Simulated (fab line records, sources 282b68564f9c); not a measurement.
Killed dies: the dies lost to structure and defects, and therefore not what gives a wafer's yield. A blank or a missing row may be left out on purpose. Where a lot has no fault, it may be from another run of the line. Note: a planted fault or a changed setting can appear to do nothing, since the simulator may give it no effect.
fab line records ; flow rit_cmos ; part 2 of 2: steps 28 to 37 of 37
record lots=5; wafers=15; last_day=6
route steps=202 shown ACTIVE@19 FOX1@20 FOX2@23 NWELL@28 PWELL@39 WELLDRIVE@50 NRETRO@53
lots untouched by any fault: they come from a run of this same line in which no faults occurred
start_h: hours from the record's opening day to when the first of the lot's shown wafers began ; wait_h: time in hours since the lot's previous step ; " unchanged from the row above ; L1.1+2: a single row standing in for several wafers ; - value missing, or start not given ; * or withheld: withheld ; < > ~ a bound
route shown NAME@n: names a module that has steps shown in the file, with the first one's number in the route ; usual: mean and standard deviation over wafers with no fault ; same: alike in all rows ; chamber/n: place in a boat ; sites: per-site readings ; _std_site: their standard deviation ; _edge_site: the outer-site mean with the inner-site mean subtracted ; radius_mm: how far each site lies from the wafer's centre ; mask NAME#n: copy n ; behind: the tool/chamber that last shaped the wafer ; hold: why the lot was held/for how many hours/how that ended ; device: names the non-switching transistor (n, p or np) ; end of line: tests run on the same wafers once the route is complete ; a step given without rows: its recipe and nothing more ; killed: at the first sort, the dies lost to defects and structure; wafer yield is something else ; map: per-die view of a wafer (x killed, . not killed, _ where there is no die)
set.NAME: the setting as run; set.NAME@STEP: as run at that earlier step ; model.NAME: the simulator's own value behind a step, which no gauge read
lots at selected steps of the route; one table per step, one row per wafer
services: a tool's chamber out of use, with start hour (start_h, from the record's first day; less than 0 if before it), hours out, and reason
## steps
# step RIT_PWELL_HARDBAKE_07
# recipe resist=NOVOLAK; temp_c=140; time_s=120
# usual chill_plate_temp_C=23.01/0.11; plate_temp_C=139.96/0.12
lot.wafer;tool;chamber;start_h;wait_h;chill_plate_temp_C;plate_temp_C
L077.1;litho_track-03;0;38.90;0.0;22.77;140.12
L077.2;litho_track-03;0;38.90;0.0;22.93;140.02
L077.5;litho_track-03;0;38.90;0.0;22.87;139.85
L080.1;litho_track-04;0;53.70;0.0;23.06;139.95
L080.3;litho_track-04;0;53.70;0.0;23.01;139.80
L080.6;litho_track-04;0;53.70;0.0;22.98;139.92
L084.1;litho_track-02;0;73.68;0.1;23.04;139.87
L084.5;litho_track-02;0;73.68;0.1;23.08;139.80
L084.6;litho_track-02;0;73.68;0.1;22.98;139.86
L087.1;litho_track-04;0;89.85;0.0;23.06;139.83
L087.5;litho_track-04;0;89.85;0.0;22.92;139.87
L087.6;litho_track-04;0;89.85;0.0;22.80;139.96
L092.1;litho_track-04;0;114.72;0.0;22.82;139.91
L092.2;litho_track-04;0;114.72;0.0;23.12;140.06
L092.6;litho_track-04;0;114.72;0.0;23.13;140.21
# step RIT_PWELL_IMPLANT_08
# recipe species=B; energy_kev=170; dose_cm2=7e+13; tilt_deg=7
# usual tilt_deg=7.001/0.02
lot.wafer;tool;chamber;start_h;wait_h;tilt_deg
L077.1;implanter-02;0;39.15;0.2;7.044
L077.2;implanter-02;0;39.15;0.2;7.000
L077.5;implanter-02;0;39.15;0.2;6.998
L080.1;implanter-04;0;53.95;0.2;7.006
L080.3;implanter-04;0;53.95;0.2;6.981
L080.6;implanter-04;0;53.95;0.2;6.995
L084.1;implanter-04;0;73.93;0.2;7.033
L084.5;implanter-04;0;73.93;0.2;7.029
L084.6;implanter-04;0;73.93;0.2;7.032
L087.1;implanter-01;0;90.10;0.2;6.997
L087.5;implanter-01;0;90.10;0.2;7.010
L087.6;implanter-01;0;90.10;0.2;6.985
L092.1;implanter-01;0;114.97;0.2;6.969
L092.2;implanter-01;0;114.97;0.2;6.978
L092.6;implanter-01;0;114.97;0.2;6.970
# step RIT_PWELL_STRIP_09
# recipe chemistry=O2; time_s=180; resist=NOVOLAK; platen_temp_c=withheld; power_w=500; pressure_mtorr=4000; o2_flow_sccm=3831
# usual drypump_motor_current_A=5.9/0.37
lot.wafer;tool;chamber;start_h;wait_h;drypump_motor_current_A;rf_hours_counter_h
L077.1;plasma_asher-03;1;39.30;0.1;5.7;41
L077.2;plasma_asher-03;0;39.30;0.1;6.4;41
L077.5;plasma_asher-03;0;39.30;0.1;6.4;-
L080.1;plasma_asher-03;1;54.10;0.1;5.7;43
L080.3;plasma_asher-03;1;54.10;0.1;5.7;-
L080.6;plasma_asher-03;1;54.10;0.1;5.7;-
L084.1;plasma_asher-02;0;74.08;0.1;5.7;30
L084.5;plasma_asher-02;0;74.08;0.1;5.7;-
L084.6;plasma_asher-02;1;74.08;0.1;5.5;-
L087.1;plasma_asher-03;1;90.25;0.1;5.7;46
L087.5;plasma_asher-03;1;90.25;0.1;5.7;-
L087.6;plasma_asher-03;0;90.25;0.1;6.4;-
L092.1;plasma_asher-02;1;115.12;0.1;5.5;34
L092.2;plasma_asher-02;0;115.12;0.1;5.7;34
L092.6;plasma_asher-02;0;115.12;0.1;5.7;-
# step RIT_PWELL_TW_MEAS_10
# usual PWELL_TW=960/10
lot.wafer;tool;chamber;start_h;wait_h;PWELL_TW
L077.1;film_metro-02;-;39.47;0.1;964
L077.2;film_metro-02;-;39.47;0.1;967
L077.5;film_metro-02;-;39.47;0.1;964
L080.1;film_metro-02;-;54.27;0.1;978
L080.3;film_metro-02;-;54.27;0.1;968
L080.6;film_metro-02;-;54.27;0.1;972
L084.1;film_metro-04;-;74.26;0.1;958
L084.5;film_metro-04;-;74.26;0.1;963
L084.6;film_metro-04;-;74.26;0.1;961
L087.1;film_metro-04;-;90.43;0.1;964
L087.5;film_metro-04;-;90.43;0.1;963
L087.6;film_metro-04;-;90.43;0.1;950
L092.1;film_metro-02;-;115.29;0.1;965
L092.2;film_metro-02;-;115.29;0.1;965
L092.6;film_metro-02;-;115.29;0.1;969
# step RIT_WELLDRIVE_ANNEAL_00
# recipe temp_c=1100; time_s=14700; ambient=N2
# usual spike_tc_load_C=1127.5/1.5; zone_power_centre_pct=54/4.8
lot.wafer;tool;chamber;start_h;wait_h;spike_tc_load_C;zone_power_centre_pct
L077.1;furnace-01;0;40.72;1.2;1126.9;50
L077.2;furnace-01;0;40.72;1.2;1128.8;50
L077.5;furnace-01;0;40.72;1.2;1128.8;50
L080.1;furnace-01;0;54.33;0.1;1127.9;50
L080.3;furnace-01;0;54.33;0.1;1129.5;51
L080.6;furnace-01;0;54.33;0.1;1127.7;51
L084.1;furnace-03;0;75.35;1.1;1127.4;63
L084.5;furnace-03;0;75.35;1.1;1126.2;63
L084.6;furnace-03;0;75.35;1.1;1127.9;62
L087.1;furnace-04;0;91.27;0.8;1126.5;55
L087.5;furnace-04;0;91.27;0.8;1127.3;55
L087.6;furnace-04;0;91.27;0.8;1123.6;55
L092.1;furnace-01;0;116.05;0.7;1128.7;50
L092.2;furnace-01;0;116.05;0.7;1127.6;49
L092.6;furnace-01;0;116.05;0.7;1128.0;50
# step RIT_WELLDRIVE_RS_MEAS_01
# recipe thk_meas_gauge=four-point-probe
# usual NWELL_RS=275.6/0.66
lot.wafer;tool;chamber;start_h;wait_h;NWELL_RS[ohm/sq]
L077.1;film_metro-02;-;45.80;0.0;275.0
L077.2;film_metro-02;-;45.80;0.0;275.4
L077.5;film_metro-02;-;45.80;0.0;274.9
L080.1;film_metro-01;-;59.42;0.0;273.8
L080.3;film_metro-01;-;59.42;0.0;274.6
L080.6;film_metro-01;-;59.42;0.0;274.9
L084.1;film_metro-02;-;80.44;0.0;275.0
L084.5;film_metro-02;-;80.44;0.0;275.3
L084.6;film_metro-02;-;80.44;0.0;274.1
L087.1;film_metro-04;-;96.35;0.0;275.4
L087.5;film_metro-04;-;96.35;0.0;275.5
L087.6;film_metro-04;-;96.35;0.0;275.1
L092.1;film_metro-01;-;121.14;0.0;276.0
L092.2;film_metro-01;-;121.14;0.0;274.6
L092.6;film_metro-01;-;121.14;0.0;275.9
# step RIT_WELLDRIVE_RS_MEAS_02
# recipe thk_meas_gauge=four-point-probe
# usual PWELL_RS=429.7/1.2
lot.wafer;tool;chamber;start_h;wait_h;PWELL_RS[ohm/sq]
L077.1;film_metro-02;-;45.92;0.1;429.2
L077.2;film_metro-02;-;45.92;0.1;429.3
L077.5;film_metro-02;-;45.92;0.1;428.5
L080.1;film_metro-01;-;59.54;0.1;429.0
L080.3;film_metro-01;-;59.54;0.1;430.0
L080.6;film_metro-01;-;59.54;0.1;429.8
L084.1;film_metro-02;-;80.56;0.1;430.2
L084.5;film_metro-02;-;80.56;0.1;429.8
L084.6;film_metro-02;-;80.56;0.1;429.3
L087.1;film_metro-04;-;96.47;0.1;430.3
L087.5;film_metro-04;-;96.47;0.1;428.6
L087.6;film_metro-04;-;96.47;0.1;428.6
L092.1;film_metro-01;-;121.26;0.1;429.7
L092.2;film_metro-01;-;121.26;0.1;428.8
L092.6;film_metro-01;-;121.26;0.1;428.7
# step RIT_NRETRO_HMDS_00
# recipe prime_time_s=60; prime_temp_c=140
# usual chill_plate_temp_C=23.04/0.095; prime_temp_c=140.02/0.18
lot.wafer;tool;chamber;start_h;wait_h;chill_plate_temp_C;prime_temp_c
L077.1;litho_track-03;0;46.04;0.1;23.00;139.94
L077.2;litho_track-03;0;46.04;0.1;22.91;140.18
L077.5;litho_track-03;0;46.04;0.1;22.95;140.26
L080.1;litho_track-04;0;59.66;0.1;23.09;140.03
L080.3;litho_track-04;0;59.66;0.1;23.08;139.90
L080.6;litho_track-04;0;59.66;0.1;23.19;139.86
L084.1;litho_track-01;0;80.73;0.1;23.11;140.15
L084.5;litho_track-01;0;80.73;0.1;23.02;140.34
L084.6;litho_track-01;0;80.73;0.1;23.15;140.15
L087.1;litho_track-03;0;96.59;0.1;22.82;140.30
L087.5;litho_track-03;0;96.59;0.1;23.11;140.26
L087.6;litho_track-03;0;96.59;0.1;22.94;140.26
L092.1;litho_track-04;0;121.38;0.1;23.08;140.18
L092.2;litho_track-04;0;121.38;0.1;23.05;139.93
L092.6;litho_track-04;0;121.38;0.1;22.93;140.20
# step RIT_NRETRO_COAT_01
# recipe resist=NOVOLAK; spin_rpm=2000; resist_thk_nm=1300
# usual chill_plate_temp_C=23.02/0.12; spin_speed_rpm=2000.0/1.6
lot.wafer;tool;chamber;start_h;wait_h;chill_plate_temp_C;spin_speed_rpm
L077.1;litho_track-03;0;46.19;0.1;22.95;2000.1
L077.2;litho_track-03;0;46.19;0.1;22.97;1997.9
L077.5;litho_track-03;0;46.19;0.1;22.96;1998.0
L080.1;litho_track-04;0;59.81;0.1;22.92;2000.1
L080.3;litho_track-04;0;59.81;0.1;23.06;2000.3
L080.6;litho_track-04;0;59.81;0.1;23.00;2001.5
L084.1;litho_track-01;0;80.88;0.1;23.09;2001.7
L084.5;litho_track-01;0;80.88;0.1;22.96;2003.0
L084.6;litho_track-01;0;80.88;0.1;23.09;1997.2
L087.1;litho_track-03;0;96.74;0.1;22.99;1998.9
L087.5;litho_track-03;0;96.74;0.1;22.93;2000.5
L087.6;litho_track-03;0;96.74;0.1;22.99;2000.5
L092.1;litho_track-04;0;121.53;0.1;22.89;1998.8
L092.2;litho_track-04;0;121.53;0.1;22.97;2001.1
L092.6;litho_track-04;0;121.53;0.1;22.96;2000.2
# step RIT_NRETRO_SOFTBAKE_02
# recipe resist=NOVOLAK; temp_c=90; time_s=58.83
# usual chill_plate_temp_C=23.01/0.097; plate_temp_C=90.01/0.13
lot.wafer;tool;chamber;start_h;wait_h;chill_plate_temp_C;plate_temp_C
L077.1;litho_track-03;0;46.34;0.1;22.95;90.08
L077.2;litho_track-03;0;46.34;0.1;22.93;90.38
L077.5;litho_track-03;0;46.34;0.1;22.97;90.08
L080.1;litho_track-04;0;59.96;0.1;22.74;89.83
L080.3;litho_track-04;0;59.96;0.1;23.00;90.03
L080.6;litho_track-04;0;59.96;0.1;22.92;89.76
L084.1;litho_track-01;0;81.03;0.1;23.03;89.99
L084.5;litho_track-01;0;81.03;0.1;22.95;90.00
L084.6;litho_track-01;0;81.03;0.1;23.15;89.86
L087.1;litho_track-03;0;96.89;0.1;22.88;90.27
L087.5;litho_track-03;0;96.89;0.1;22.99;90.01
L087.6;litho_track-03;0;96.89;0.1;23.04;90.10
L092.1;litho_track-04;0;121.68;0.1;22.95;90.28
L092.2;litho_track-04;0;121.68;0.1;23.12;90.10
L092.6;litho_track-04;0;121.68;0.1;23.10;90.01
## services
tool;chamber;start_h;hours;kind
plasma_asher-03;-;12.73;2.0;repair
implanter-02;-;22.27;2.7;repair
implanter-01;-;28.34;3.4;repair
plasma_asher-03;-;32.03;0.3;repair
implanter-03;-;32.28;19.1;pm
implanter-01;-;32.32;5.6;pm
iline_stepper-02;-;49.13;1.7;pm
plasma_asher-03;-;59.40;2.3;repair
implanter-03;-;66.95;4.5;repair
furnace-01;-;67.00;3.4;pm
iline_stepper-02;0;81.90;-;calibration
iline_stepper-02;-;85.59;2.3;repair
wet_bench-03;-;91.67;1.9;repair
implanter-02;-;97.60;2.0;repair
implanter-03;-;102.65;3.2;repair
furnace-04;-;103.07;3.6;pm
furnace-01;-;121.14;2.8;pm
